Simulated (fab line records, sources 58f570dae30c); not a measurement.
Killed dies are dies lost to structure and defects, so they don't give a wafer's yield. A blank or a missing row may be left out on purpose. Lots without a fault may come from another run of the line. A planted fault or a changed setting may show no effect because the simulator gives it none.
fab line records | flow berkeley_cmos170 | part 2 of 2: steps 30 to 40 of 40
record lots=5 wafers=15 last_day=14
route steps=331 shown PLDD@155 NLDD@158 SPACER@171 PSD@175 NSD@187
lots that met no fault: from a run of the same line without faults
start_h: hours from the record's first day to the start of the lot's first wafer shown | wait_h: hours since the lot's step before | " the same as in the row above | L1.1+2: a row that stands for several wafers | - no value, or no start given | * or withheld: withheld | < > ~ a bound
route shown NAME@n: a module of which the file shows steps, and the number in the route of the first | usual: mean/standard deviation of fault-free wafers | same: alike in all rows | chamber/n: place in a boat | sites: the reading at each site | _std_site: their standard deviation | _edge_site: outer sites' mean less inner sites' | radius_mm: how far each site lies from the wafer's centre | mask NAME#n: copy n | behind: the tool/chamber that last shaped the wafer | hold: why the lot was held/for how many hours/how that ended | device: the transistor (n, p or np) that didn't switch | end of line: the same wafers' tests at the end of the route | a step without rows: its recipe alone | killed: dies lost to structure and defects at the first sort, not the wafer's yield | map: a wafer's dies, x killed, . not, _ none there
set.NAME: the setting as run; set.NAME@STEP: as run at that earlier step | model.NAME: the simulator's own value behind a step, which no gauge read
lots at some steps of the route; a table a step, a row a wafer
services: from which hour (start_h, from the record's first day; less than 0 if before it) a tool's chamber was out of use, for how many hours, and why
## steps
# step UCB170_PSD_STRIP_09
# recipe chemistry=O2 power_w=400 pressure_mtorr=3500 platen_temp_c=withheld o2_flow_sccm=400 overash_fraction=0.5
# usual drypump_motor_current_A=6.1/0.55 oes_product_au=0.601/0.0046 strip_time_to_endpoint_s=29.37/0.082
# same overash_fraction=0.5
# columns lot.wafer tool chamber start_h wait_h drypump_motor_current_A oes_product_au rf_hours_counter_h strip_time_to_endpoint_s
L080.4 plasma_asher-01 0 213.84 0.1 4.9 0.601 - 29.27
L080.5 " 1 " " 6.2 0.599 - 29.33
L080.6 " 0 " " 5.0 0.604 - 29.32
L081.1 plasma_asher-04 0 228.62 0.1 6.5 0.597 46 29.52
L081.5 " 0 " " 6.5 0.602 - 29.48
L081.6 " 1 " " 5.7 0.608 - 29.45
L090.2 plasma_asher-03 0 264.68 0.1 6.3 0.598 54 29.26
L090.5 " 1 " " 6.6 0.597 - 29.45
L090.6 " 0 " " 6.3 0.599 - 29.34
L093.2 plasma_asher-03 0 282.82 0.1 6.3 0.606 57 29.34
L093.3 " 1 " " 6.6 0.600 - 29.37
L093.6 " 1 " " 6.6 0.600 - 29.29
L095.3 plasma_asher-04 1 294.28 0.1 5.8 0.601 - 29.38
L095.4 " 0 " " 6.5 0.608 - 29.38
L095.6 " 1 " " 5.8 0.602 - 29.23
# step UCB170_PSD_TW_MEAS_10
# usual PSD_TW=2341/10
# columns lot.wafer tool chamber start_h wait_h PSD_TW
L080.4 film_metro-01 - 213.94 0.1 2324
L080.5 " - " " 2336
L080.6 " - " " 2321
L081.1 film_metro-01 - 228.72 0.1 2334
L081.5 " - " " 2330
L081.6 " - " " 2338
L090.2 film_metro-04 - 264.79 0.1 2342
L090.5 " - " " 2350
L090.6 " - " " 2342
L093.2 film_metro-01 - 282.93 0.1 2344
L093.3 " - " " 2331
L093.6 " - " " 2333
L095.3 film_metro-03 - 294.37 0.1 2348
L095.4 " - " " 2355
L095.6 " - " " 2328
# step UCB170_PSD_CLEAN_11
# recipe chemistry=SPM temp_c=120 time_s=600
# usual temp_c=120.00/0.15
# columns lot.wafer tool chamber start_h wait_h temp_c
L080.4 wet_bench-03 2 213.97 0.0 120.18
L080.5 " 2 " " 120.42
L080.6 " 2 " " 120.25
L081.1 wet_bench-04 1 228.78 0.1 119.99
L081.5 " 1 " " 120.00
L081.6 " 1 " " 119.97
L090.2 wet_bench-03 2 264.84 0.0 120.27
L090.5 " 2 " " 120.05
L090.6 " 2 " " 120.18
L093.2 wet_bench-03 1 284.01 1.1 119.90
L093.3 " 1 " " 119.94
L093.6 " 1 " " 119.66
L095.3 wet_bench-04 0 294.41 0.0 119.99
L095.4 " 0 " " 119.96
L095.6 " 0 " " 119.91
# step UCB170_NSD_HMDS_00
# recipe prime_time_s=60 prime_temp_c=100
# columns lot.wafer tool chamber start_h wait_h
L080.4+5+6 litho_track-02 0 214.23 0.1
L081.1+5+6 litho_track-01 0 229.22 0.3
L090.2+5+6 litho_track-02 0 265.40 0.4
L093.2+3+6 litho_track-02 0 284.56 0.4
L095.3+4+6 litho_track-04 0 294.74 0.1
# step UCB170_NSD_COAT_01
# recipe resist=KrF spin_rpm=1500 resist_thk_nm=900
# columns lot.wafer tool chamber start_h wait_h
L080.4+5+6 litho_track-02 0 214.38 0.1
L081.1+5+6 litho_track-01 0 229.37 0.1
L090.2+5+6 litho_track-02 0 265.55 0.1
L093.2+3+6 litho_track-02 0 284.71 0.1
L095.3+4+6 litho_track-04 0 294.89 0.1
# step UCB170_NSD_SOFTBAKE_02
# recipe resist=KrF temp_c=130 time_s=60
# columns lot.wafer tool chamber start_h wait_h
L080.4+5+6 litho_track-02 0 214.53 0.1
L081.1+5+6 litho_track-01 0 229.52 0.1
L090.2+5+6 litho_track-02 0 265.70 0.1
L093.2+3+6 litho_track-02 0 284.86 0.1
L095.3+4+6 litho_track-04 0 295.04 0.1
# step UCB170_NSD_EXPOSE_03
# recipe mask_id=NSELECT_MOD na=0.5 sigma_outer=0.6 source_shape=conventional target_cd_nm=1200 dose_mj=30
# usual exposure_dose_mJ_cm2=29.995/0.029 focus_offset_nm=-0.1/0.5
# columns lot.wafer tool chamber start_h wait_h mask exposure_dose_mJ_cm2 focus_offset_nm
L080.4 krf_scanner-01 0 214.79 0.2 NSELECT_MOD#0 30.020 0.2
L080.5 " 0 " " NSELECT_MOD#0 30.049 0.6
L080.6 " 0 " " NSELECT_MOD#0 30.014 0.2
L081.1 krf_scanner-01 0 229.80 0.3 NSELECT_MOD#0 30.037 0.2
L081.5 " 0 " " NSELECT_MOD#0 29.952 -0.3
L081.6 " 0 " " NSELECT_MOD#0 29.987 0.2
L090.2 krf_scanner-01 0 265.84 0.1 NSELECT_MOD#0 29.934 -0.8
L090.5 " 0 " " NSELECT_MOD#0 29.960 -1.3
L090.6 " 0 " " NSELECT_MOD#0 30.007 -0.3
L093.2 krf_scanner-01 0 285.12 0.2 NSELECT_MOD#0 29.969 -0.6
L093.3 " 0 " " NSELECT_MOD#0 29.930 -0.8
L093.6 " 0 " " NSELECT_MOD#0 29.941 -0.6
L095.3 krf_scanner-02 0 295.31 0.2 NSELECT_MOD#0 30.000 -0.1
L095.4 " 0 " " NSELECT_MOD#0 30.002 0.2
L095.6 " 0 " " NSELECT_MOD#0 30.034 0.0
# step UCB170_NSD_PEB_04
# recipe peb_temp_c=130 peb_time_s=withheld resist=KrF
# columns lot.wafer tool chamber start_h wait_h
L080.4+5+6 litho_track-04 0 214.92 0.1
L081.1+5+6 litho_track-02 0 229.95 0.1
L090.2+5+6 litho_track-04 0 266.45 0.6
L093.2+3+6 litho_track-04 0 285.35 0.2
L095.3+4+6 litho_track-01 0 295.44 0.1
# step UCB170_NSD_DEVELOP_05
# recipe developer=TMAH develop_time_s=45 resist=KrF dev_temp_c=21
# same develop_time_s=45
# columns lot.wafer tool chamber start_h wait_h
L080.4+5+6 litho_track-04 0 - -
L081.1+5+6 litho_track-02 0 - -
L090.2+5+6 litho_track-04 0 - -
L093.2+3+6 litho_track-04 0 - -
L095.3+4+6 litho_track-01 0 - -
# step UCB170_NSD_CD_MEAS_06
# recipe target_cd_nm=1200
# usual cd_nm=1200.0/1.6
# columns lot.wafer tool chamber start_h wait_h cd_nm
L080.4 cd_sem-02 - 215.19 - 1200.2
L080.5 " - " " 1199.7
L080.6 " - " " 1199.5
L081.1 cd_sem-02 - 230.23 - 1198.2
L081.5 " - " " 1198.1
L081.6 " - " " 1198.0
L090.2 cd_sem-02 - 266.80 - 1200.9
L090.5 " - " " 1200.2
L090.6 " - " " 1202.8
L093.2 cd_sem-01 - 285.62 - 1195.9
L093.3 " - " " 1197.5
L093.6 " - " " 1197.8
L095.3 cd_sem-02 - 295.70 - 1202.4
L095.4 " - " " 1202.6
L095.6 " - " " 1203.1
# step UCB170_NSD_OVL_MEAS_07
# usual NSD_OVL=-3/5.8
# columns lot.wafer tool chamber start_h wait_h NSD_OVL[nm]
L080.4 overlay-01 - 215.27 0.1 5
L080.5 " - " " 0
L080.6 " - " " -3
L081.1 overlay-02 - 230.35 0.1 2
L081.5 " - " " -3
L081.6 " - " " -2
L090.2 overlay-01 - 266.91 0.1 -8
L090.5 " - " " 5
L090.6 " - " " -7
L093.2 overlay-01 - 285.73 0.1 -3
L093.3 " - " " -6
L093.6 " - " " -2
L095.3 overlay-01 - 295.79 0.1 -3
L095.4 " - " " -7
L095.6 " - " " -9
## services
# columns tool chamber start_h hours kind
krf_scanner-01 - 179.68 1.3 pm
plasma_asher-02 - 183.89 8.1 repair
krf_scanner-01 - 192.32 3.0 repair
implanter-04 - 212.23 4.4 repair
wet_bench-04 - 212.67 1.9 pm
furnace-01 - 217.93 10.0 pm
krf_scanner-02 - 218.28 1.3 pm
plasma_asher-04 - 228.77 3.1 repair
rie_diel-01 1 235.22 5.1 repair
implanter-02 - 236.85 4.0 repair
implanter-01 - 240.73 8.2 repair
implanter-02 - 240.88 3.9 pm
pecvd-01 - 242.50 14.0 pm
rie_diel-01 2 245.41 3.5 repair
rie_diel-02 - 246.41 2.8 pm
pecvd-03 - 255.99 2.8 pm
pecvd-04 - 259.35 10.1 repair
plasma_asher-01 - 264.45 8.3 repair
pecvd-01 - 265.65 0.5 repair
krf_scanner-01 - 280.40 0.8 pm
furnace-01 - 281.04 2.6 pm
krf_scanner-02 - 285.12 3.6 pm
krf_scanner-01 - 290.97 3.0 repair
krf_scanner-02 - 294.01 1.0 pm
